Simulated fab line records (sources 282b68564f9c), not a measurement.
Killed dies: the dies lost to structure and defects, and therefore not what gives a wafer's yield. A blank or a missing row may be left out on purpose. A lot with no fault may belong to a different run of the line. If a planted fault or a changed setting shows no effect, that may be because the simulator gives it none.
Tool commonality check || flow rit-cmos || Lots sampled 14, wafers sampled 42

## WHY THIS WAS OPENED
Of 14 lots, 2 have the reading NLDD_TW flagged at RIT_NLDD_TW_MEAS_10. Fault-free wafers read 2509, with a standard deviation of 35.
Rule: a lot is flagged in two cases, either no wafer of it has a number, or all its wafers with numbers fall more than 4 standard deviations from that mean. The rest of the lots are taken to be sound.

{"lot": "L384", "measured": "day 2 18:11", "on": "film-metro-04", "NLDD_TW, wafer by wafer": "2519 2507 2510", "flag": ""}
{"lot": "L385", "measured": "day 2 22:55", "on": "film-metro-04", "NLDD_TW, wafer by wafer": "2514 2514 2519", "flag": ""}
{"lot": "L386", "measured": "day 3 04:14", "on": "film-metro-04", "NLDD_TW, wafer by wafer": "2522 2520 2516", "flag": ""}
{"lot": "L387", "measured": "day 3 09:26", "on": "film-metro-04", "NLDD_TW, wafer by wafer": "2523 2506 2515", "flag": ""}
{"lot": "L388", "measured": "day 3 15:25", "on": "film-metro-04", "NLDD_TW, wafer by wafer": "2526 2513 2514", "flag": ""}
{"lot": "L389", "measured": "day 3 23:08", "on": "film-metro-04", "NLDD_TW, wafer by wafer": "2507 2519 2510", "flag": ""}
{"lot": "L390", "measured": "day 4 00:52", "on": "film-metro-04", "NLDD_TW, wafer by wafer": "2518 2519 2502", "flag": ""}
{"lot": "L391", "measured": "day 4 05:20", "on": "film-metro-04", "NLDD_TW, wafer by wafer": "2507 2502 2516", "flag": ""}
{"lot": "L392", "measured": "day 4 13:14", "on": "film-metro-02", "NLDD_TW, wafer by wafer": "2459 2466 2457", "flag": ""}
{"lot": "L398", "measured": "day 5 17:11", "on": "film-metro-01", "NLDD_TW, wafer by wafer": "2874 2876 2879", "flag": "FLAGGED"}
{"lot": "L402", "measured": "day 6 12:49", "on": "film-metro-04", "NLDD_TW, wafer by wafer": "2804 2814 2814", "flag": "FLAGGED"}
{"lot": "L404", "measured": "day 6 22:39", "on": "film-metro-04", "NLDD_TW, wafer by wafer": "2497 2485 2486", "flag": ""}
{"lot": "L405", "measured": "day 7 02:09", "on": "film-metro-02", "NLDD_TW, wafer by wafer": "2448 2450 2461", "flag": ""}
{"lot": "L406", "measured": "day 7 09:37", "on": "film-metro-04", "NLDD_TW, wafer by wafer": "2487 2500 2474", "flag": ""}
Average over the flagged lots: 2844; offset from the usual +334, equal to +10 standard deviations.

## TOOL THAT RAN EACH LOT
The record holds 1 process step before the reading, out of a route of 202 steps. Every cell lists first the tool, next ch and the chambers used by the sampled wafers, and last the start.
{"lot": "L384", "flag": "", "RIT_NLDD_IMPLANT_08": "implanter-01 ch 0, day 2 17:52"}
{"lot": "L385", "flag": "", "RIT_NLDD_IMPLANT_08": "implanter-01 ch 0, day 2 22:37"}
{"lot": "L386", "flag": "", "RIT_NLDD_IMPLANT_08": "implanter-02 ch 0, day 3 03:55"}
{"lot": "L387", "flag": "", "RIT_NLDD_IMPLANT_08": "implanter-04 ch 0, day 3 09:07"}
{"lot": "L388", "flag": "", "RIT_NLDD_IMPLANT_08": "implanter-01 ch 0, day 3 15:05"}
{"lot": "L389", "flag": "", "RIT_NLDD_IMPLANT_08": "implanter-01 ch 0, day 3 22:50"}
{"lot": "L390", "flag": "", "RIT_NLDD_IMPLANT_08": "implanter-01 ch 0, day 4 00:33"}
{"lot": "L391", "flag": "", "RIT_NLDD_IMPLANT_08": "implanter-02 ch 0, day 4 05:01"}
{"lot": "L392", "flag": "", "RIT_NLDD_IMPLANT_08": "implanter-02 ch 0, day 4 12:55"}
{"lot": "L398", "flag": "FLAGGED", "RIT_NLDD_IMPLANT_08": "implanter-02 ch 0, day 5 16:53"}
{"lot": "L402", "flag": "FLAGGED", "RIT_NLDD_IMPLANT_08": "implanter-02 ch 0, day 6 12:30"}
{"lot": "L404", "flag": "", "RIT_NLDD_IMPLANT_08": "implanter-04 ch 0, day 6 22:21"}
{"lot": "L405", "flag": "", "RIT_NLDD_IMPLANT_08": "implanter-04 ch 0, day 7 01:49"}
{"lot": "L406", "flag": "", "RIT_NLDD_IMPLANT_08": "implanter-01 ch 0, day 7 09:17"}
What the steps here do:
- RIT_NLDD_IMPLANT_08
- RIT_NLDD_TW_MEAS_10

## FLAGGED OVER TOTAL, TOOL BY TOOL (the gauges that took the reading come last)
{"step": "RIT_NLDD_IMPLANT_08", "tool": "implanter-01", "lots run": 6, "flagged": 0, "share of the flagged lots": "none", "sound lots run after its first flagged lot": "-"}
{"step": "RIT_NLDD_IMPLANT_08", "tool": "implanter-02", "lots run": 5, "flagged": 2, "share of the flagged lots": "all", "sound lots run after its first flagged lot": 0}
{"step": "RIT_NLDD_IMPLANT_08", "tool": "implanter-04", "lots run": 3, "flagged": 0, "share of the flagged lots": "none", "sound lots run after its first flagged lot": "-"}
{"step": "RIT_NLDD_TW_MEAS_10", "tool": "film-metro-01", "lots run": 1, "flagged": 1, "share of the flagged lots": "some", "sound lots run after its first flagged lot": 0}
{"step": "RIT_NLDD_TW_MEAS_10", "tool": "film-metro-02", "lots run": 2, "flagged": 0, "share of the flagged lots": "none", "sound lots run after its first flagged lot": "-"}
{"step": "RIT_NLDD_TW_MEAS_10", "tool": "film-metro-04", "lots run": 11, "flagged": 1, "share of the flagged lots": "some", "sound lots run after its first flagged lot": "2 (L404,L406)"}

## WHAT THE TABLE ALLOWS
All flagged lots share 1 row of the table, namely implanter-02 at RIT_NLDD_IMPLANT_08.
- implanter-02 at RIT_NLDD_IMPLANT_08: 2 of its 5 lots flagged. A fault beginning between L392 (day 4 12:55), its last sound lot, and L398 (day 5 16:53), its first flagged one, fits the data. Its own readings lie more than 4 standard deviations out on every wafer of the flagged lots: dose-ions-cm2, faraday-current-uA.
One tool is left: implanter-02 at RIT_NLDD_IMPLANT_08.

## WHAT THE SIMULATOR HAD PUT IN
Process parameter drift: implanter-02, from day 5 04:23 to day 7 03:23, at RIT_NLDD_IMPLANT_08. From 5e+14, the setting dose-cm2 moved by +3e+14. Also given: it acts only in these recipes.
Shown lots that were struck: L398, L402. The same result came from the rule above.
